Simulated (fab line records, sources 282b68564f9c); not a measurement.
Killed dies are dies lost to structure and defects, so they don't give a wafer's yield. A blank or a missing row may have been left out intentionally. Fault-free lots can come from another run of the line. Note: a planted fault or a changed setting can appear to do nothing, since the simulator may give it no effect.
A lot that was struck, set against a sound lot | flow rit-cmos | 27 steps out of a route of 202
Sound: the wafers L337.1, L337.3, L337.6. Wafers struck: L329.1, L329.2, L329.3. The cause is named last.
For every step that has rows: the tool of each side, followed by ch and its chambers, followed by its first start. Under that, the readings that differ: sound wafers | struck wafers | difference of the means | sigmas: that difference in standard deviations of wafers without a fault.
alike: readings whose means differ by less than 2 such deviations, and words and numbers that are the same on both sides. not compared: withheld readings, readings that some wafer has no value for, bounds like >300 that may hide the same value, and numbers for which the record gives no deviation and whose values overlap.
A row with sigmas, a row that says differs or no value, or rows on one side alone: a step with any of these is where the two part. Numbers that have no deviation but don't overlap get no sigmas and don't part them. A reading that every wafer of one side lacks parts them only if that side has two wafers or more.

RIT_SDANNEAL_RTA_03: time 5 s.
  sound on rtp-anneal-02 ch 0, day 7 10:50; struck on rtp-anneal-02 ch 0, day 5 17:26
  alike: wafer_temp_C_max
RIT_SDANNEAL_RS_MEAS_04: the measuring method here is four-point-probe.
  sound on film-metro-02 at day 7 10:54; struck on film-metro-04 at day 5 17:30
  alike: PSD_RS
RIT_SDANNEAL_RS_MEAS_05: the measuring method here is four-point-probe.
  sound on film-metro-02 at day 7 11:01; struck on film-metro-04 at day 5 17:37
  reading         | sound          | struck         | difference | sigmas
  NSD_RS (ohm/sq) | 84.7 84.8 84.9 | 83.8 83.8 83.8 | -1.0       | -3
RIT_SDANNEAL_RS_MEAS_06: the measuring method here is four-point-probe.
  sound on film-metro-02 at day 7 11:08; struck on film-metro-04 at day 5 17:44
  reading          | sound             | struck            | difference | sigmas
  PLDD_RS (ohm/sq) | 180.8 180.8 181.1 | 179.9 179.5 180.0 | -1.1       | -2
RIT_SDANNEAL_RS_MEAS_07: the measuring method here is four-point-probe.
  sound on film-metro-02 at day 7 11:16; struck on film-metro-04 at day 5 17:52
  alike: NLDD_RS
then, 1 step without rows for these wafers: RIT_SILICIDE_WET_ETCH_00 (etches SiO2 in BOE, target depth 14 nm, time 15 s).
RIT_SILICIDE_SPUTTER_01: material Ti, target thk 30 nm, time 240 s.
  sound on pvd-sputter-02 at day 7 11:23; struck on pvd-sputter-04 at day 5 17:59
  alike: throttle-valve-pct
RIT_SILICIDE_RS_MEAS_02: the measuring method here is four-point-probe.
  sound on film-metro-02 at day 7 11:32; struck on film-metro-02 at day 5 18:08
  alike: SILICIDE_TI_RS
RIT_SILICIDE_THK_MEAS_03: measures by xrf.
  sound on film-metro-02 at day 7 11:40; struck on film-metro-02 at day 5 18:16
  alike: SILICIDE_TI_THK
RIT_SILICIDE_RTA_04: time 10 s, ramp up 5 s, ramp down 5 s.
  sound on rtp-anneal-01 ch 0, day 7 11:43; struck on rtp-anneal-01 ch 0, day 5 18:19
  alike: wafer_temp_C_max
then, 1 step without rows for these wafers: RIT_SILICIDE_WET_ETCH_05 (etches Ti in SPM, time 120 s).
RIT_SILICIDE_RTA_06: time 10 s, ramp up 5 s, ramp down 10 s.
  sound on rtp-anneal-02 ch 0, day 7 11:50; struck on rtp-anneal-02 ch 0, day 5 18:26
  alike: wafer_temp_C_max
RIT_CONTACT_CVD_00: deposits SiO2 from TEOS, target thk 400 nm, time 61 s.
  sound on pecvd-03 ch 1,2, day 7 11:54; struck on pecvd-02 ch 0,1,2, day 5 18:29
  no value came back on the struck wafers for heater-power-w (W), rf-fwd-power-W (W); on the sound wafers heater-power-w (W) reads 328 292 341
then, 6 steps without rows for these wafers: RIT_CONTACT_HMDS_02 (prime time 60 s); RIT_CONTACT_COAT_03 (resist thk 1000 nm); RIT_CONTACT_SOFTBAKE_04 (time 60 s); RIT_CONTACT_EXPOSE_05 (exposes mask M11, target cd 1000 nm); RIT_CONTACT_PEB_06; RIT_CONTACT_DEVELOP_07 (develop time 120 s).
RIT_CONTACT_CD_MEAS_08: target cd 1000 nm.
  sound on cd-sem-01 at day 7 12:58; struck on cd-sem-01 at day 5 19:42
  alike: cd-nm
RIT_CONTACT_OVL_MEAS_09:
  sound on overlay-02 at day 7 13:05; struck on overlay-01 at day 5 19:49
  alike: CONTACT_OVL
then, 1 step without rows for these wafers: RIT_CONTACT_HARDBAKE_10 (time 60 s).
RIT_CONTACT_ETCH_11: etches SiO2 in CHF3/CF4/Ar, stops on TiSi2, target depth 480 nm, time 320 s.
  sound on rie-diel-01 ch 2,3, day 7 13:17; struck on rie-diel-02 ch 0,2,3, day 5 20:00
  reading                             | sound             | struck            | difference | sigmas
  oes-product-au (a.u.)               | 1.006 0.989 1.000 | 0.951 0.947 0.928 | -0.056     | -6
  model.etch.depth-nm (nm)            | 397.6 403.2 407.4 | 0 0 0             | -403       |
  model.CONTACT.feature-depth-nm (nm) | 397.6 403.2 407.4 | 1e-09 1e-09 1e-09 | -4e+02     |
  alike: CHF3_flow_sccm, chamber-pressure-mTorr, drypump-motor-current-A, throttle-valve-pct
  not compared: rf-hours-counter-h
RIT_CONTACT_STRIP_12: strips in O2, time 180 s.
  sound on plasma-asher-02 ch 0,1, day 7 13:28; struck on plasma-asher-04 ch 0,1, day 5 20:12
  alike: chamber-pressure-mTorr, drypump-motor-current-A
  not compared: rf-hours-counter-h
RIT_CONTACT_CD_MEAS_90: target cd 1000 nm.
  sound on cd-sem-02 at day 7 13:39; struck on cd-sem-01 at day 5 20:22
  reading    | sound             | struck | difference                    | sigmas
  cd-nm (nm) | 998.4 999.8 998.1 | - - -  | no value on the struck wafers |
then, 1 step without rows for these wafers: RIT_CONTACT_CLEAN_13 (cleans in SC1, time 600 s).
RIT_M1_PROBE_99:
  sound on prober-01 at day 7 18:10; struck on prober-01 at day 6 01:02
  reading            | sound | struck      | difference | sigmas
  killed-at-contacts | 0 0 0 | 261 263 262 | +262       | +99 or more
  killed-dies        | 6 7 5 | 264 264 264 | +258       | +89
  killed-on-rim      | 1 3 2 | 70 70 70    | +68        | +49
  alike: killed-at-front-end, killed-open, killed-short

## WHERE THEY PART
At RIT_SDANNEAL_RS_MEAS_05 first; at RIT_M1_PROBE_99 last (within this record only).

WHY: what the simulator had put in
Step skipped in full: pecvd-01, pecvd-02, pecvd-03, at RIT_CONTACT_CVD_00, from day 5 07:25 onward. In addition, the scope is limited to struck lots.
